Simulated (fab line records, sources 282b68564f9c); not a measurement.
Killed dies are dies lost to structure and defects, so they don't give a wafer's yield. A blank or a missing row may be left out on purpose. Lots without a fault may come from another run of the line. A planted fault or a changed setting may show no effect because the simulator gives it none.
fab line records | flow rit_cmos
record lots=14 wafers=42 last_day=7
route steps=202 shown PWELL@41
lots that met no fault: from a run of the same line without faults
start_h: hours from the record's first day to the start of the lot's first wafer shown | wait_h: hours since the lot's step before | " the same as in the row above | L1.1+2: a row that stands for several wafers | - no value, or no start given | * or withheld: withheld | < > ~ a bound
route shown NAME@n: a module of which the file shows steps, and the number in the route of the first | usual: mean/standard deviation of fault-free wafers | same: alike in all rows | chamber/n: place in a boat | sites: the reading at each site | _std_site: their standard deviation | _edge_site: outer sites' mean less inner sites' | radius_mm: how far each site lies from the wafer's centre | mask NAME#n: copy n | behind: the tool/chamber that last shaped the wafer | hold: why the lot was held/for how many hours/how that ended | device: the transistor (n, p or np) that didn't switch | end of line: the same wafers' tests at the end of the route | a step without rows: its recipe alone | killed: dies lost to structure and defects at the first sort, not the wafer's yield | map: a wafer's dies, x killed, . not, _ none there
set.NAME: the setting as run; set.NAME@STEP: as run at that earlier step | model.NAME: the simulator's own value behind a step, which no gauge read
steps of the route over a sample of lots; a table a step, a row a wafer
## steps
# step RIT_PWELL_SOFTBAKE_02
# recipe resist=NOVOLAK temp_c=90 time_s=60
# usual exhaust_pa=45.0/0.92 heater_power_total_W=34.57/0.054 plate_temp_C=90.01/0.12
# columns lot.wafer tool chamber start_h wait_h exhaust_pa heater_power_total_W plate_temp_C
L432.1 litho_track-02 0 35.00 0.1 45.6 34.50 90.02
L432.2 " 0 " " 44.6 34.62 89.69
L432.3 " 0 " " 45.9 34.65 90.01
L434.1 litho_track-02 0 43.52 0.1 44.8 34.65 90.05
L434.2 " 0 " " 45.5 34.57 89.98
L434.3 " 0 " " 44.0 34.61 90.05
L435.2 litho_track-04 0 47.18 0.1 44.7 34.50 89.97
L435.3 " 0 " " 46.3 34.57 90.02
L435.6 " 0 " " 46.7 34.51 89.80
L436.2 litho_track-03 0 48.83 0.1 45.6 34.51 90.05
L436.3 " 0 " " 45.8 34.67 89.80
L436.5 " 0 " " 45.8 34.60 89.99
L437.1 litho_track-03 0 53.08 0.1 43.1 34.62 90.27
L437.3 " 0 " " 44.6 34.48 90.05
L437.5 " 0 " " 45.2 34.48 90.18
L438.3 litho_track-03 0 58.46 0.1 44.6 34.58 90.19
L438.4 " 0 " " 44.1 34.48 90.12
L438.6 " 0 " " 44.6 34.68 89.96
L440.1 litho_track-03 0 73.84 0.1 45.5 34.65 90.08
L440.4 " 0 " " 46.1 34.63 89.95
L440.6 " 0 " " 44.9 34.50 90.06
L442.1 litho_track-04 0 79.16 0.1 45.4 34.52 89.99
L442.3 " 0 " " 44.1 34.65 89.90
L442.5 " 0 " " 46.0 34.50 90.11
L444.2 litho_track-02 0 89.78 0.1 45.2 34.51 89.96
L444.3 " 0 " " 45.4 34.58 90.00
L444.6 " 0 " " 44.9 34.54 90.14
L446.3 litho_track-04 0 99.66 0.1 43.2 34.57 89.88
L446.4 " 0 " " 43.6 34.57 90.02
L446.6 " 0 " " 43.1 34.63 90.07
L447.1 litho_track-02 0 104.04 0.1 44.9 35.40 91.46
L447.4 " 0 " " 44.9 35.42 91.37
L447.5 " 0 " " 44.3 35.34 91.47
L448.4 litho_track-02 0 107.52 0.1 44.2 35.38 91.79
L448.5 " 0 " " 45.3 35.42 91.59
L448.6 " 0 " " 43.6 35.38 91.49
L452.3 litho_track-03 0 128.92 0.1 45.7 34.61 89.92
L452.4 " 0 " " 44.6 34.61 90.08
L452.5 " 0 " " 44.1 34.56 90.17
L454.1 litho_track-03 0 137.88 0.1 43.1 34.53 89.94
L454.2 " 0 " " 45.0 34.56 90.00
L454.6 " 0 " " 44.3 34.44 90.05
## key
first_sign step=RIT_PWELL_SOFTBAKE_02 reading=heater_power_total_W direction=up sigmas=15 usual=34.57 struck=35.39
effect step=RIT_PWELL_SOFTBAKE_02 reading=plate_temp_C direction=up sigmas=13 usual=* struck=*
met_at RIT_PWELL_SOFTBAKE_02
struck_lots L447,L448
tester_left_out L447,L448
onset_between 89.78 104.04
fault kind=process_parameter_drift tool=litho_track-02 chamber=- onset_h=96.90 steps=RIT_PWELL_SOFTBAKE_02 channel=temp_c offset=* shape=step end_h=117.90 acts_in=* stated=*
# tester_left_out: of these lots the tester's yield and bins aren't shown, on N5 and GAA mostly nor the transistor test; their killed dies are dies lost to structure and defects alone, not to doping, threshold or leakage, so they don't give the yield
